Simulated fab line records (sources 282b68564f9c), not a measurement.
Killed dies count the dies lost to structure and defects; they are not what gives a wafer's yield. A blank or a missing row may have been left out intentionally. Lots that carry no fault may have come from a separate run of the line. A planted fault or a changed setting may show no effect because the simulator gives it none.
fab line records | flow rit-cmos
[record] lots = 6 wafers = 18 last-day = 6
route steps=202 shown NSD@132 PSD@142 M1@202
lots with no fault: from the same line, run without faults
start-h: the number of hours between the record's first day and the start of the first shown wafer of the lot | wait-h: time in hours since the lot's previous step | " repeats the value in the row above | L1.1+2: one row covering several wafers at once | - either no value or no given start | * or withheld: withheld | < > ~ a bound
route shown NAME@n: names a module that has steps shown in the file, with the first one's number in the route | usual: average and standard deviation across the fault-free wafers | same: alike in all rows | chamber/n: place in a boat | sites: per-site readings | _std_site: standard deviation of those values | _edge_site: the outer-site mean with the inner-site mean subtracted | radius-mm: how far each site lies from the wafer's centre | mask NAME#n: copy n | behind: the tool/chamber that last shaped the wafer | hold: why the lot went on hold/how many hours it stayed there/how the hold came to an end | device: the n, p or np transistor that did not switch | end of line: tests of these same wafers at the route's end | a step given without rows: its recipe and nothing more | killed: at the first sort, the dies lost to defects and structure; wafer yield is something else | map: dies across one wafer; x = killed, . = not, _ = none there
set.NAME: the setting as run; set.NAME@STEP: as run at that earlier step | model.NAME: the simulator's own value behind a step, which no gauge read
lots seen at some steps along the route; tables by step, rows by wafer
services: a tool's chamber out of use, with start hour (start-h, from the record's first day; less than 0 if before it), hours out, and reason
[[steps]]
[step RIT_NSD_COAT_01]
[recipe] resist = NOVOLAK spin-rpm = 3250 resist-thk-nm = 1000
[step RIT_NSD_SOFTBAKE_02]
[recipe] resist = NOVOLAK temp-c = 90 time-s = 60
[step RIT_NSD_EXPOSE_03]
[recipe] mask-id = M9 na = 0.57 target-cd-nm = 40700 dose-mj = 250
[step RIT_NSD_PEB_04]
[recipe] resist = NOVOLAK temp-c = withheld time-s = withheld
[step RIT_NSD_DEVELOP_05]
[recipe] resist = NOVOLAK develop-time-s = 50 dev-temp-c = 23.85
[step RIT_NSD_OVL_MEAS_06]
[usual] NSD_OVL = 0.3/1.5
// columns lot.wafer tool chamber start-h wait-h NSD_OVL[nm]
L311.1 overlay-01 - 80.57 - 2.1
L311.3 " - " " 0.6
L311.5 " - " " -0.4
L312.2 overlay-01 - 85.35 - 1.3
L312.5 " - " " 0.6
L312.6 " - " " -1.0
L318.4 overlay-01 - 112.42 - 1.2
L318.5 " - " " 0.9
L318.6 " - " " 0.3
L319.3 overlay-02 - 116.80 - 0.0
L319.4 " - " " -2.7
L319.6 " - " " -1.7
L320.1 overlay-01 - 122.98 - 1.8
L320.5 " - " " -1.0
L320.6 " - " " 0.4
L322.1 overlay-02 - 130.88 - 0.0
L322.2 " - " " -1.4
L322.3 " - " " -0.6
[step RIT_NSD_HARDBAKE_07]
[recipe] resist = NOVOLAK temp-c = 140 time-s = 60
[step RIT_NSD_IMPLANT_08]
[recipe] species = P energy-kev = 25 dose-cm2 = 1e+15 tilt-deg = 7
[step RIT_NSD_STRIP_09]
[recipe] chemistry = O2 time-s = 180 resist = NOVOLAK platen-temp-c = withheld power-w = 500 pressure-mtorr = 4000 o2-flow-sccm = 4000
[usual] drypump-motor-current-A = 5.92/0.24
[same] time-s = 180
// columns lot.wafer tool chamber start-h wait-h drypump-motor-current-A rf-hours-counter-h
L311.1 plasma-asher-01 0 80.90 0.1 5.74 44
L311.3 " 0 " " 5.74 -
L311.5 " 1 " " 6.41 -
L312.2 plasma-asher-01 0 85.68 0.1 5.74 45
L312.5 " 0 " " 5.73 -
L312.6 " 1 " " 6.44 -
L318.4 plasma-asher-02 1 112.89 0.2 5.90 -
L318.5 " 0 " " 5.80 -
L318.6 " 1 " " 5.92 -
L319.3 plasma-asher-02 1 117.35 0.1 5.92 -
L319.4 " 0 " " 5.74 -
L319.6 " 1 " " 5.92 -
L320.1 plasma-asher-02 1 123.32 0.1 5.93 51
L320.5 " 0 " " 5.79 -
L320.6 " 1 " " 5.96 -
L322.1 plasma-asher-01 0 131.21 0.1 5.70 2
L322.2 " 1 " " 6.45 2
L322.3 " 0 " " 5.73 -
[step RIT_NSD_TW_MEAS_10]
[usual] NSD_TW = 3100/19
// columns lot.wafer tool chamber start-h wait-h NSD_TW
L311.1 film-metro-03 - 81.08 0.1 3113
L311.3 " - " " 3092
L311.5 " - " " 3109
L312.2 film-metro-03 - 85.86 0.1 3092
L312.5 " - " " 3101
L312.6 " - " " 3090
L318.4 film-metro-01 - 113.04 0.1 3090
L318.5 " - " " 3089
L318.6 " - " " 3101
L319.3 film-metro-01 - 117.48 0.1 3119
L319.4 " - " " 3112
L319.6 " - " " 3113
L320.1 film-metro-04 - 123.49 0.1 3107
L320.5 " - " " 3094
L320.6 " - " " 3119
L322.1 film-metro-04 - 131.39 0.1 3104
L322.2 " - " " 3093
L322.3 " - " " 3085
[step RIT_PSD_HMDS_00]
[recipe] prime-time-s = 60 prime-temp-c = 140
[step RIT_PSD_COAT_01]
[recipe] resist = NOVOLAK spin-rpm = 3250 resist-thk-nm = 1000
[step RIT_PSD_SOFTBAKE_02]
[recipe] resist = NOVOLAK temp-c = 90 time-s = 60
[usual] heater-power-total-W = 34.56/0.05 plate-temp-C = 89.98/0.13
[same] time-s = 60
// columns lot.wafer tool chamber start-h wait-h heater-power-total-W plate-temp-C
L311.1 litho-track-01 0 81.44 0.1 34.60 89.86
L311.3 " 0 " " 34.52 89.95
L311.5 " 0 " " 34.61 89.96
L312.2 litho-track-02 0 86.24 0.1 34.61 89.72
L312.5 " 0 " " 34.60 89.84
L312.6 " 0 " " 34.51 89.83
L318.4 litho-track-02 0 113.44 0.1 35.32 91.59
L318.5 " 0 " " 35.24 91.44
L318.6 " 0 " " 35.33 91.49
L319.3 litho-track-03 0 117.96 0.1 34.62 89.76
L319.4 " 0 " " 34.49 90.05
L319.6 " 0 " " 34.59 90.07
L320.1 litho-track-02 0 123.85 0.1 35.25 91.20
L320.5 " 0 " " 35.36 91.18
L320.6 " 0 " " 35.27 91.09
L322.1 litho-track-01 0 131.75 0.1 34.49 90.02
L322.2 " 0 " " 34.55 89.76
L322.3 " 0 " " 34.56 90.09
[step RIT_PSD_EXPOSE_03]
[recipe] mask-id = M10 na = 0.57 target-cd-nm = 40900 dose-mj = 250
[step RIT_M1_PROBE_99]
[usual] killed_at_M0_to_M3 = 0.0/0.12 killed-at-front-end = 7.5/2.8 killed-dies = 7.6/2.9 killed-open = 3.7/2 killed-short = 3.8/2
[same] gross-dies = 264 killed_at_M4_up = 0 killed-at-back-side = 0 killed-at-contacts = 0 killed-at-other = 0
// columns lot.wafer tool chamber start-h wait-h killed_at_M0_to_M3 killed-at-front-end killed-dies killed-open killed-short
L311.1 prober-01 - 90.62 0.1 1 7 8 4 4
L311.3 prober-01 - 90.72 0.2 0 5 5 3 2
L311.5 prober-01 - 90.82 0.2 0 10 10 9 1
L312.2 prober-02 - 95.65 0.1 0 6 6 2 4
L312.5 prober-02 - 95.80 0.2 0 10 10 5 5
L312.6 prober-02 - 95.85 0.2 0 5 5 1 4
L318.4 prober-01 - 122.75 0.2 0 9 9 4 5
L318.5 prober-01 - 122.80 0.2 0 8 8 0 8
L318.6 prober-01 - 122.85 0.2 0 3 3 2 1
L319.3 prober-02 - 127.19 0.2 0 5 5 0 5
L319.4 prober-02 - 127.24 0.2 0 6 6 4 2
L319.6 prober-02 - 127.34 0.2 0 7 7 5 2
L320.1 prober-02 - 134.08 0.1 0 3 3 0 3
L320.5 prober-02 - 134.28 0.2 0 11 11 5 6
L320.6 prober-02 - 134.33 0.2 0 7 7 5 2
L322.1 prober-01 - 141.14 0.1 0 3 3 2 1
L322.2 prober-01 - 141.19 0.1 0 6 6 5 1
L322.3 prober-01 - 141.24 0.2 0 0 0 0 0
// killed by level:class
L311.1 GATE:geometric-particle:short=2 ACTIVE:geometric-particle:open=1 FOX1:geometric-particle:open=1 FOX2:geometric-particle:open=1 GATE:geometric-particle:open=1 SILICIDE:geometric-particle:short=1 M1:geometric-particle:short=1
L311.3 GATE:geometric-particle:short=2 FOX1:geometric-particle:open=1 GATE:geometric-particle:open=1 SILICIDE:geometric-particle:open=1
L311.5 SILICIDE:geometric-particle:open=5 FOX1:geometric-particle:open=2 FOX1:geometric-particle:short=1 GATE:geometric-particle:open=1 REOX:geometric-particle:open=1
L312.2 SPACER:geometric-particle:short=2 FOX1:geometric-particle:short=1 REOX:geometric-particle:open=1 SPACER:geometric-particle:open=1 SILICIDE:geometric-particle:short=1
L312.5 FOX1:geometric-particle:short=2 FOX1:geometric-particle:open=2 REOX:geometric-particle:short=2 GATE:geometric-particle:short=1 GATE:geometric-particle:open=1 REOX:geometric-particle:open=1 SPACER:geometric-particle:open=1
L312.6 FOX1:geometric-particle:short=1 FOX1:geometric-particle:open=1 FOX2:geometric-particle:short=1 SPACER:geometric-particle:short=1 SILICIDE:geometric-particle:short=1
L318.4 GATE:geometric-particle:short=4 SPACER:geometric-particle:open=2 GATE:geometric-particle:open=1 SPACER:geometric-particle:short=1 SILICIDE:geometric-particle:open=1
L318.5 FOX2:geometric-particle:short=3 GATE:geometric-particle:short=2 FOX1:geometric-particle:short=1 REOX:geometric-particle:short=1 SPACER:geometric-particle:short=1
L318.6 FOX1:geometric-particle:short=1 REOX:geometric-particle:open=1 SPACER:geometric-particle:open=1
L319.3 REOX:geometric-particle:short=3 FOX2:geometric-particle:short=1 GATE:geometric-particle:short=1
L319.4 GATE:geometric-particle:open=4 GATE:geometric-particle:short=1 SPACER:geometric-particle:short=1
L319.6 FOX2:geometric-particle:open=2 GATE:geometric-particle:open=2 GATE:geometric-particle:short=1 REOX:geometric-particle:open=1 REOX:geometric-particle:short=1
L320.1 FOX1:geometric-particle:short=2 GATE:geometric-particle:short=1
L320.5 FOX2:geometric-particle:short=2 GATE:geometric-particle:open=2 SPACER:geometric-particle:open=2 SILICIDE:geometric-particle:short=2 FOX1:geometric-particle:open=1 GATE:geometric-particle:short=1 REOX:geometric-particle:short=1
L320.6 GATE:geometric-particle:open=3 FOX1:geometric-particle:short=1 FOX1:geometric-particle:open=1 REOX:geometric-particle:short=1 SILICIDE:geometric-particle:open=1
L322.1 GATE:geometric-particle:open=2 REOX:geometric-particle:short=1
L322.2 REOX:geometric-particle:open=2 SPACER:geometric-particle:open=2 GATE:geometric-particle:open=1 SPACER:geometric-particle:short=1
L322.3
[[services]]
// columns tool chamber start-h hours kind
plasma-asher-02 - 72.58 11.4 pm
plasma-asher-01 - 108.75 9.0 pm
plasma-asher-01 0 108.75 9.0 vent-cycle
plasma-asher-01 1 108.75 9.0 vent-cycle
plasma-asher-01 0 117.75 - clean
plasma-asher-01 1 117.75 - clean
[[key]]
[first-sign] step = RIT_PSD_SOFTBAKE_02 reading = heater-power-total-W direction = up sigmas = 15 usual = 34.56 struck = 35.30
[effect] step = RIT_PSD_SOFTBAKE_02 reading = plate-temp-C direction = up sigmas = 11 usual = * struck = *
met-at RIT_PSD_SOFTBAKE_02
struck-wafers L318.4,L318.5,L318.6,L320.1,L320.5,L320.6
tester-left-out L318,L320
onset-between 86.24 113.44
[fault] kind = process-parameter-drift tool = litho-track-02 chamber = - onset-h = 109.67 steps = RIT_PSD_SOFTBAKE_02 channel = temp-c offset = * shape = step end-h = 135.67 acts-in = * stated = *
// tester-left-out: of these lots the tester's yield and bins aren't shown, on N5 and GAA mostly nor the transistor test; their killed dies are dies lost to structure and defects alone, not to doping, threshold or leakage, so they don't give the yield
